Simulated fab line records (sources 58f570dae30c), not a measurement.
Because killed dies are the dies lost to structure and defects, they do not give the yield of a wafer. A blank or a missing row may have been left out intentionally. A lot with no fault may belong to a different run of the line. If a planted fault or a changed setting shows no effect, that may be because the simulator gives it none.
Which of the tools did it?    flow berkeley-cmos170    14 lots, 42 wafers sampled, at 5 steps of a route of 331

WHAT THE GAUGES SHOWED, per wafer
UCB170_FIELD_THK_MEAS_02.
lot   measured      on             FIELD_OXIDE_THK (nm)
L675  day 5 06:59   film-metro-03  563 560 560
L677  day 5 23:54   film-metro-02  579 574 593
L678  day 5 23:50   film-metro-03  580 582 579
L676  day 5 23:53   film-metro-03  574 574 577
L679  day 5 23:50   film-metro-02  569 568 572
L681  day 6 12:44   film-metro-04  561 561 545
L682  day 6 20:08   film-metro-04  571 572 570
L687  day 7 15:02   film-metro-04  561 559 564
L685  day 7 15:00   film-metro-03  576 569 572
L689  day 7 22:22   film-metro-03  556 561 569
L692  day 8 20:43   film-metro-04  555 547 564
L694  day 8 20:48   film-metro-02  553 555 559
L696  day 9 10:31   film-metro-03  565 569 557
L698  day 10 00:36  film-metro-03  565 565 563

UCB170_PLDD_TW_MEAS_11.
lot   measured      on             PLDD_TW
L675  day 7 01:57   film-metro-02  1000 1005 1007
L677  day 8 00:40   film-metro-03  1011 1009 1017
L678  day 8 00:40   film-metro-01  992 994 996
L676  day 8 00:23   film-metro-02  1014 1006 1010
L679  day 8 00:07   film-metro-01  997 987 992
L681  day 8 04:14   film-metro-01  995 991 995
L682  day 9 00:35   film-metro-02  1011 1011 1010
L687  day 9 14:13   film-metro-01  998 1002 1002
L685  day 9 13:14   film-metro-02  1008 1007 1011
L689  day 10 00:11  film-metro-02  1106 1110 1103
L692  day 10 15:29  film-metro-01  1090 1090 1085
L694  day 10 15:44  film-metro-01  991 993 986
L696  day 11 05:54  film-metro-01  1007 1005 1006
L698  day 11 17:31  film-metro-03  1010 1007 1010

UCB170_SDANNEAL_RS_MEAS_04: the measuring method here is four-point-probe.
lot   measured      on             PLDD_RS (ohm/sq)
L675  day 7 14:31   film-metro-03  1032.3 1032.1 1030.5
L677  day 8 13:47   film-metro-03  1027.7 1028.7 1030.7
L678  day 8 14:25   film-metro-02  1027.8 1033.8 1030.6
L676  day 8 12:53   film-metro-01  1027.0 1029.5 1028.1
L679  day 8 13:19   film-metro-02  1031.1 1031.6 1032.9
L681  day 8 16:20   film-metro-02  1031.2 1030.0 1027.5
L682  day 9 17:39   film-metro-01  1030.5 1030.4 1032.9
L687  day 10 02:49  film-metro-02  1028.9 1030.7 1029.9
L685  day 10 02:10  film-metro-02  1035.7 1032.1 1032.2
L689  day 10 15:55  film-metro-02  818.8 820.1 819.0
L692  day 11 07:12  film-metro-03  818.7 817.9 819.1
L694  day 11 07:11  film-metro-02  1035.2 1032.9 1029.9
L696  day 11 18:49  film-metro-02  1029.7 1032.6 1033.7
L698  day 12 08:08  film-metro-01  1037.4 1033.8 1034.7

WHAT TOOL EACH LOT RAN ON (gives the tool, then ch and the chambers of the sampled wafers, and finally the start)
lot   UCB170_PWELL_STRIP_16                UCB170_PLDD_IMPLANT_08
L675  plasma-asher-04 ch 0,1, day 3 13:01  implanter-04 ch 0, day 7 01:33
L677  plasma-asher-04 ch 0,1, day 4 01:56  implanter-04 ch 0, day 8 00:17
L678  plasma-asher-03 ch 0,1, day 4 02:12  implanter-01 ch 0, day 8 00:16
L676  plasma-asher-04 ch 0,1, day 4 02:24  implanter-03 ch 0, day 7 23:59
L679  plasma-asher-02 ch 0,1, day 4 02:39  implanter-01 ch 0, day 7 23:43
L681  plasma-asher-04 ch 0,1, day 4 15:37  implanter-01 ch 0, day 8 03:52
L682  plasma-asher-02 ch 0,1, day 5 04:01  implanter-04 ch 0, day 9 00:11
L687  plasma-asher-02 ch 0,1, day 5 21:46  implanter-01 ch 0, day 9 13:49
L685  plasma-asher-04 ch 0,1, day 5 22:05  implanter-03 ch 0, day 9 12:50
L689  plasma-asher-03 ch 0,1, day 6 05:31  implanter-01 ch 0, day 9 23:49
L692  plasma-asher-03 ch 0,1, day 7 02:45  implanter-01 ch 0, day 10 15:05
L694  plasma-asher-04 ch 0,1, day 7 03:30  implanter-03 ch 0, day 10 15:22
L696  plasma-asher-02 ch 0,1, day 7 16:04  implanter-04 ch 0, day 11 05:32
L698  plasma-asher-03 ch 0,1, day 8 03:13  implanter-03 ch 0, day 11 17:09
- UCB170_PWELL_STRIP_16: strips in O2.
- UCB170_PLDD_IMPLANT_08

WHAT THE TOOLS THEMSELVES READ (means of the sampled wafers that have a number; where no wafer has one, the mark that the record gives instead)
UCB170_PWELL_STRIP_16.
lot   tool             drypump-motor-current-A (A)  oes-product-au (a.u.)  strip-time-to-endpoint-s (s)
L675  plasma-asher-04  6.0                          0.720                  18.06
L677  plasma-asher-04  6.0                          0.721                  18.06
L678  plasma-asher-03  5.4                          0.725                  18.20
L676  plasma-asher-04  6.0                          0.721                  17.99
L679  plasma-asher-02  5.8                          0.722                  18.05
L681  plasma-asher-04  6.0                          0.721                  18.05
L682  plasma-asher-02  5.8                          0.721                  18.19
L687  plasma-asher-02  5.9                          0.719                  18.02
L685  plasma-asher-04  6.0                          0.724                  18.10
L689  plasma-asher-03  5.5                          0.723                  18.11
L692  plasma-asher-03  5.5                          0.720                  18.07
L694  plasma-asher-04  6.1                          0.721                  18.04
L696  plasma-asher-02  5.8                          0.724                  17.90
L698  plasma-asher-03  5.5                          0.721                  18.08

UCB170_PLDD_IMPLANT_08.
lot   tool          beam-on-s (s)  dose-ions-cm2  faraday-current-uA  tilt-deg (degrees)
L675  implanter-04  9.96           5e+13          159                 6.994
L677  implanter-04  10.11          5e+13          156                 6.994
L678  implanter-01  10.02          5e+13          158                 6.971
L676  implanter-03  10.11          5e+13          157                 6.993
L679  implanter-01  9.96           5e+13          159                 7.005
L681  implanter-01  9.88           5e+13          160                 7.004
L682  implanter-04  9.95           5e+13          159                 6.998
L687  implanter-01  9.88           5e+13          160                 7.021
L685  implanter-03  10.00          5e+13          159                 7.004
L689  implanter-01  13.20          8e+13          203                 7.016
L692  implanter-01  13.33          8e+13          201                 6.992
L694  implanter-03  10.06          5e+13          158                 6.981
L696  implanter-04  10.13          5e+13          157                 6.978
L698  implanter-03  10.12          5e+13          157                 7.001

THE ANSWER, worked out from the rows above alone
Rule: the lots themselves supply what counts as usual. The widest of any qualifying gaps counts: lots, ordered by their means at a reading, are off when they make up no more than a third of the lots, leave a main group of 4 or more, and stand apart from it by 3 or more times the standard deviation of that group's means. Not used: any main group whose means are identical at the precision the tables above print for the reading. A lot without any number at a reading at which 4 lots or more have one is off too. The other lots that the step has rows for count as sound. After the gauges, taken in route order, come the tools' own readings; for these a lot's mean is taken, as printed above. The first step at which some lot is off is used, and at that step the reading that is off furthest; a lot without a number counts as furthest.
Off: L689, L692, seen at UCB170_PLDD_TW_MEAS_11 (PLDD_TW). Mean 1003 and standard deviation 7.8 in the main group.
A tool fits if, at a process step before that reading, it ran every lot that is off, and no sound lot after the first of them. The gauges at UCB170_PLDD_TW_MEAS_11 aren't tried: what is off there is off at UCB170_PLDD_IMPLANT_08 too, on other tools, and a gauge's error can't cause that. One fits: UCB170_PLDD_IMPLANT_08 on implanter-01. Its last sound lot is L687 (day 9 13:49), its first lot that is off L689 (day 9 23:49): a fault that began between those two fits.
The tool's own readings at UCB170_PLDD_IMPLANT_08 bear it out: on the lots that are off they differ by more than 5 times the standard deviation of the sound lots' means. beam-on-s reads 13.27 s there against 10.02 s on the sound lots; dose-ions-cm2 reads 8e+13 there against 5e+13 on the sound lots; faraday-current-uA reads 202 there against 158 on the sound lots.

WHAT WAS PUT IN BY THE SIMULATOR
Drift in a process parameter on implanter-01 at UCB170_PLDD_IMPLANT_08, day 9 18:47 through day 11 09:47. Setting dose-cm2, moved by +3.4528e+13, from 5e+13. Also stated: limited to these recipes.
Shown lots that were struck: L689, L692. The same result came from the rule above.
